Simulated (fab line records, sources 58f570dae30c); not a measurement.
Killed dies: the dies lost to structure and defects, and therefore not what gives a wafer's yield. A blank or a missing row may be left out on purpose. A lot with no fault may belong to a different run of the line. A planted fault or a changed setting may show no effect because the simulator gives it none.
One fault through the eyes of 2 desks	flow berkeleyCmos170	what lay behind the numbers comes last; until then each desk has only its own

## THE METROLOGY DESK
What the gauges read, lot by lot, whatever tool the lot ran on: means of the sampled wafers that have a number. A lot is out of limits, marked OUT, if its mean lies more than 4 standard deviations from the usual mean; the brackets give that distance.
Columns: A = cdNm at UCB170_CONTACT_CD_MEAS_90, usual 700.1 nm
lot	first seen here	A
L119	day 6 22:29	700.1
L120	day 7 04:52	701.2
L122	day 7 18:56	699.7
L123	day 7 19:11	700.2
L121	day 7 21:58	699.3
L128	day 8 21:23	700.1
L127	day 8 23:52	701.5
L131	day 9 10:47	699.6
L132	day 9 15:55	699.3
L134	day 9 21:38	699.0
L137	day 10 10:54	702.1
L136	day 10 11:18	698.1
L140	day 11 01:19	705.7 (+4.7) OUT
L141	day 11 15:43	700.6
Finding of this desk: L140 out of limits; the first was L140 at day 11 01:19, on cdNm at UCB170_CONTACT_CD_MEAS_90. L119, L120, L122, L123, L121, L128, L127, L131, L132, L134, L137, L136, L141 stayed within limits.

## AT THE TOOL OWNER'S DESK: rieDiel-02
The tool's own readings at UCB170_CONTACT_ETCH_18 (etches PSG in CHF3/CF4/Ar, stops on TiSi2, target depth 840 nm, time 195 s): means of the sampled wafers that have a number, for each lot that ran on this tool. A lot is out of limits, marked OUT, if its mean lies more than 4 standard deviations from the usual mean; the brackets give that distance.
Columns: A = drypumpMotorCurrentA at UCB170_CONTACT_ETCH_18, usual 6.0 A; B = oesProductAu at UCB170_CONTACT_ETCH_18, usual 0.893 a.u.; C = rfFwdPowerW at UCB170_CONTACT_ETCH_18, usual 697.8 W; D = throttleValvePct at UCB170_CONTACT_ETCH_18, usual 6.88 %
lot	first seen here	A	B	C	D
L119	day 6 22:00	5.9	0.873	699.4	6.92
L122	day 7 18:00	5.5	0.874	698.2	6.93
L121	day 7 21:00	5.9	0.888	699.5	6.90
L128	day 8 21:00	5.9	0.883	700.1	6.93
L132	day 9 15:00	5.7	0.896	697.0	6.79
L137	day 10 10:00	5.9	0.880	859.5 (+85) OUT	6.90
L140	day 11 01:00	5.8	0.871	1026.1 (+99 or more) OUT	6.99
Finding of this desk: L137, L140 out of limits; the first was L137 at day 10 10:00, on rfFwdPowerW at UCB170_CONTACT_ETCH_18. L119, L122, L121, L128, L132 stayed within limits.

## BROUGHT TOGETHER
At day 10 10:00, on L137, L140, the tool owner's desk was in a position to raise an alarm.
Metrology desk: alarm possible at day 11 01:19 on L140.
The metrology desk has L137 on record, within its limits.
UCB170_CONTACT_ETCH_18 was run on rieDiel-02 by each of the lots named.

## WHAT HAD BEEN PUT IN BY THE SIMULATOR
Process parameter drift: rieDiel-02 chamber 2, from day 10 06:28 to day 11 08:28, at UCB170_CONTACT_ETCH_18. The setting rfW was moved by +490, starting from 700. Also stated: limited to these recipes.
Shown lots that were struck: L137, L140.
Fault start to first reading out of limits, in hours, per desk: tool owner, 4; metrology, 19.
